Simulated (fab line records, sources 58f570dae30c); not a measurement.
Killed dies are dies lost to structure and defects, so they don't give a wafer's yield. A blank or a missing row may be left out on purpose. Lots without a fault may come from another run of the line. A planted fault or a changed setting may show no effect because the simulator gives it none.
Problem report in the 8D (eight disciplines) form, filled by code | flow berkeley_cmos170 | the parts of the form that need people (team, actions taken, sign-off) are left out

1. THE PROBLEM
PVT_TW at UCB170_PVT_TW_MEAS_09 reads a mean of 573.3 on 6 wafers of 2 lots; wafers without a fault read 508.7 with a standard deviation of 2.7. That is +24 standard deviations from the usual mean.
First seen on wafer L692.1, day 8 22:17, on film_metro-03. The record holds 39 wafers of 13 lots with a number at this step. Rule for "out", or "out of limits": more than 4 standard deviations from the usual mean. The other wafers with a number count as sound.

2. WHAT IT IS AND WHAT IT IS NOT
question                    | is                           | is not
which readings at this step | PVT_TW                       | -
which lots                  | L692, L694                   | L682, L683, L685, L686, L688, L695, L696, L699, L701, L702, L704
which wafers of those lots  | all that have a number       | -
read on which gauges        | film_metro-02, film_metro-03 | film_metro-04
when                        | from day 8 22:17             | up to then (18 sound wafers); but 15 sound wafers of L696, L699, L701, L702, L704 came after

3. SUSPECTS, AND WHAT RULES EACH OUT
Counting: a tool at a process step up to the reading stays a suspect if it ran every lot that is out and no sound lot after the first of them.
- the gauge at UCB170_PVT_TW_MEAS_09: ruled out. The wafers that are out were read on 2 gauges (film_metro-02, film_metro-03).
- plasma_asher-01 at UCB170_NVT_STRIP_08 (strips in O2): ruled out as a lasting fault. Sound lots L699, L702 ran on it after its first lot that is out, L692 (day 8 20:02).
- implanter-04 at UCB170_PVT_IMPLANT_07: kept. It ran every lot that is out, first L692 (day 8 22:02), and no sound lot after that; its last sound lot up to then is L685 (day 7 09:22). Its own readings are out on those wafers: dose_ions_cm2, faraday_current_uA.
Left after counting: implanter-04 at UCB170_PVT_IMPLANT_07.

4. THE CAUSE (what the simulator had put in)
Process parameter drift: implanter-04, from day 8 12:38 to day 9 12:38, at UCB170_PVT_IMPLANT_07. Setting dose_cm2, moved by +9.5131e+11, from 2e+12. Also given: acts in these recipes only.
Counting left only this tool.

5. THE CHAIN OF EFFECTS, in route order
Each row: a reading whose mean over the struck wafers that have a number lies more than 3 standard deviations from the usual. Only readings for which the record gives a usual standard deviation are gone through. hours: the time from each lot's start at the first step in this table that gives one to its start at this step, as a median over the lots. sigmas: the change in usual standard deviations.
hours | step                  | reading            | usual      | on struck wafers | change      | sigmas
0     | UCB170_PVT_IMPLANT_07 | dose_ions_cm2      | 1.9995e+12 | 2.9514e+12       | +9.5185e+11 | +99 or more
0     | UCB170_PVT_IMPLANT_07 | faraday_current_uA | 6.33       | 9.36             | +3.03       | +23
0     | UCB170_PVT_TW_MEAS_09 | PVT_TW             | 508.7      | 573.3            | +64.6       | +24
The process steps in it:
- UCB170_PVT_IMPLANT_07
Later measuring or inspecting steps at which every struck wafer that the step has a row for has a number for every such reading, and none has moved that far: UCB170_GATE_CD_MEAS_12.

6. WHAT WOULD HAVE CAUGHT IT SOONER
In this record the first reading out of limits at a measuring or inspecting step was taken at day 8 22:17, 10 hours after the fault began at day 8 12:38.
The tool's own readings at UCB170_PVT_IMPLANT_07 were out on every struck wafer that the step has a row for (dose_ions_cm2, faraday_current_uA): an alarm limit on them would have fired on the first of those.
Of the lots that are out (2), L694 began UCB170_PVT_IMPLANT_07 on implanter-04 after day 8 22:17. A hold on the tool at that time would have spared it.
